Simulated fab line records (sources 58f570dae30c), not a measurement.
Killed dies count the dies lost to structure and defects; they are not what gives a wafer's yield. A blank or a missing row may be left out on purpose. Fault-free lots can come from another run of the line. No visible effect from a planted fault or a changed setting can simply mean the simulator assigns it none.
2 desks, one fault	flow berkeleyCmos170	numbers are kept per desk, each desk with only its own; the story behind them comes last

FOR THE TOOL OWNER'S DESK: rieDiel-02
The tool's own readings at UCB170_PWELL_ETCH_14 (etches Si3N4 in CH3F/Ar/O2, stops on SiO2, target depth 242 nm, time 155 s): means of the sampled wafers that have a number, for each lot that ran on this tool. A lot is out of limits, marked OUT, if its mean lies more than 4 standard deviations from the usual mean; the brackets give that distance.
Columns: A = CH3F_flow_sccm at UCB170_PWELL_ETCH_14, usual 19.99 sccm; B = drypumpMotorCurrentA at UCB170_PWELL_ETCH_14, usual 5.8 A; C = oesProductAu at UCB170_PWELL_ETCH_14, usual 0.942 a.u.; D = throttleValvePct at UCB170_PWELL_ETCH_14, usual 8.07 %
lot	first seen here	A	B	C	D
L183	day 4 01:34	19.94	6.2	0.945	7.90
L193	day 6 09:56	20.02	5.7	0.911	8.06
This desk's verdict: no lot among the 2 shows anything out of limits.

METROLOGY DESK
Means of the sampled wafers that have a number, per lot and without regard to the tool the lot ran on: this is what the gauges read. A lot is out of limits, marked OUT, if its mean lies more than 4 standard deviations from the usual mean; the brackets give that distance.
Columns: A = PWELL_OXIDE_THK at UCB170_PWELL_THK_MEAS_03, usual 26.1 nm; B = PWELL_NITRIDE_THK at UCB170_PWELL_THK_MEAS_06, usual 219.6 nm; C = PWELL_OVL at UCB170_PWELL_OVL_MEAS_13, usual -1 nm
lot	first seen here	A	B	C
L183	day 3 20:29	25.2	222.0	0
L194	day 5 18:38	26.3	221.6	4
L193	day 6 00:32	25.8	212.1	-5
L201	day 7 06:59	25.8	219.4	-4
L200	day 7 07:00	26.3	218.5	-4
This desk's verdict: no lot among the 5 shows anything out of limits.

ALL TOGETHER
Nothing out of limits was seen by the tool owner's desk.
Nothing out of limits was seen by the metrology desk.

WHAT THE SIMULATOR HAD INSERTED
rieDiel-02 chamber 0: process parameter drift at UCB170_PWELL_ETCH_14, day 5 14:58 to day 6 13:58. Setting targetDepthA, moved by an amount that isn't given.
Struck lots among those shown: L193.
